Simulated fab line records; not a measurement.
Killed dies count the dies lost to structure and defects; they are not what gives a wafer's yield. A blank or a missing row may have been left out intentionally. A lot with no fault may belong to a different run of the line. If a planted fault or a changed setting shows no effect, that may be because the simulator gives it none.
A struck lot beside a sound one || flow ritCmos || 18 steps out of a route of 202
Sound: the wafers L416.1, L416.5, L416.6. Struck: wafers L429.3, L429.4, L429.5. The cause comes at the end.
Order at every step that has rows: each side's tool, ch and its chambers, its first start. Under that, the readings that differ: sound wafers || struck wafers || difference of the means || sigmas: that difference in standard deviations of wafers without a fault.
alike: readings whose means differ by less than 2 such deviations, and words and numbers that are the same on both sides. not compared: withheld readings, readings that some wafer has no value for, bounds like >300 that may hide the same value, and numbers for which the record gives no deviation and whose values overlap.
Wherever a step has rows on one side only, a row that says differs or no value, or a row with sigmas, the two part there. Numbers that don't overlap but have no deviation are shown without sigmas and don't part them. A reading that every wafer of one side lacks parts them only if that side has two wafers or more.

RIT_M1_SPUTTER_00: material Al, target thk 400 nm, time 500 s.
  sound on pvdSputter-01, day 3 16:26; struck on pvdSputter-02, day 6 19:54
  alike: throttleValvePct
RIT_M1_RS_MEAS_01: the measuring method here is four-point-probe.
  sound on filmMetro-01, day 3 16:44; struck on filmMetro-04, day 6 20:14
  alike: M1_AL_RS
RIT_M1_THK_MEAS_02: measures by xrf.
  sound on filmMetro-01, day 3 16:51; struck on filmMetro-04, day 6 20:20
  alike: M1_AL_THK
then, 6 steps without rows for these wafers: RIT_M1_HMDS_03 (prime time 60 s); RIT_M1_COAT_04 (resist thk 1300 nm); RIT_M1_SOFTBAKE_05 (time 60 s); RIT_M1_EXPOSE_06 (exposes mask M12, target cd 2600 nm); RIT_M1_PEB_07; RIT_M1_DEVELOP_08 (develop time 68 s).
RIT_M1_CD_MEAS_09: target cd 2600 nm.
  sound on cdSem-01, day 3 17:55; struck on cdSem-01, day 6 21:33
  alike: cdNm
RIT_M1_OVL_MEAS_10:
  sound on overlay-01, day 3 18:02; struck on overlay-02, day 6 21:38
  alike: M1_OVL
then, 1 step without rows for these wafers: RIT_M1_HARDBAKE_11 (time 120 s).
RIT_M1_METAL_ETCH_12: etches Al in Cl2/BCl3, stops on SiO2, time 168.9 s, target depth 600 nm.
  sound on rieMetal-04 ch 0,1, day 3 18:19; struck on rieMetal-02 ch 1, day 6 22:05
{"reading": "model.NOVOLAK_of_M1_COAT_04.thkNm (nm)", "sound": "796.6 815.1 792.4", "struck": "600.6 599.6 597.6", "difference": -202.1, "sigmas": ""}
{"reading": "model.M1.featureDepthNm (nm)", "sound": "422.7 422 428.5", "struck": "448.1 444.8 442.6", "difference": "+20.8", "sigmas": ""}
{"reading": "model.SiO2_of_CONTACT_CVD_00.thkNm (nm)", "sound": "350.2 360.2 354.6", "struck": "338.3 341.5 343.5", "difference": -13.9, "sigmas": ""}
  alike: drypumpMotorCurrentA, oesProductAu, throttleValvePct
  not compared: rfHoursCounterH
then, 1 step without rows for these wafers: RIT_M1_STRIP_13 (strips in nmp, time 600 s).
RIT_M1_STRIP_14: strips in O2, time 180 s.
  sound on plasmaAsher-03 ch 0,1, day 3 18:40; struck on plasmaAsher-04 ch 0,1, day 6 22:34
{"reading": "drypumpMotorCurrentA (A)", "sound": "6.16 6.16 6.09", "struck": "6.07 5.32 5.30", "difference": -0.57, "sigmas": -2}
  alike: rfReflPowerW
  not compared: rfHoursCounterH
RIT_M1_CD_MEAS_90: target cd 2600 nm.
  sound on cdSem-01, day 3 18:50; struck on cdSem-01, day 6 22:43
{"reading": "cdNm (nm)", "sound": "2600.2 2601.9 2600.6", "struck": "2586.0 2585.3 2586.7", "difference": -14.9, "sigmas": -6}
then, 1 step without rows for these wafers: RIT_M1_ANNEAL_15 (time 1842 s).
RIT_M1_PROBE_99:
  sound on prober-01, day 3 20:35; struck on prober-01, day 7 00:31
{"reading": "model.etest.m1.widthNm (nm)", "sound": "2594 2609 2606", "struck": "2581 2588 2578", "difference": -21, "sigmas": ""}
{"reading": "model.etest.antennaM1.gateLog10ACm2", "sound": "-6.636 -7.23 -6.473", "struck": "-5.416 -5.411 -5.47", "difference": "+1.347", "sigmas": ""}
{"reading": "model.etest.antennaM1.vtShiftV (V)", "sound": "-0.01263 -0.006715 -0.01751", "struck": "-0.02795 -0.03027 -0.03022", "difference": -0.01719, "sigmas": ""}
  alike: defectLimitedYield, killed_at_M0_to_M3, killedAtContacts, killedAtFrontEnd, killedDies, killedOpen, killedShort, sort_bin_3_pad_short, sort_bin_5_function, sort_bin_6_memory, sortNPass, sortYieldPct

== WHERE THEY PART ==
At RIT_M1_STRIP_14 first; at RIT_M1_CD_MEAS_90 last (within this record only). Later steps at which nothing parts them and some readings are alike: RIT_M1_PROBE_99.

WHY: what had been put in by the simulator
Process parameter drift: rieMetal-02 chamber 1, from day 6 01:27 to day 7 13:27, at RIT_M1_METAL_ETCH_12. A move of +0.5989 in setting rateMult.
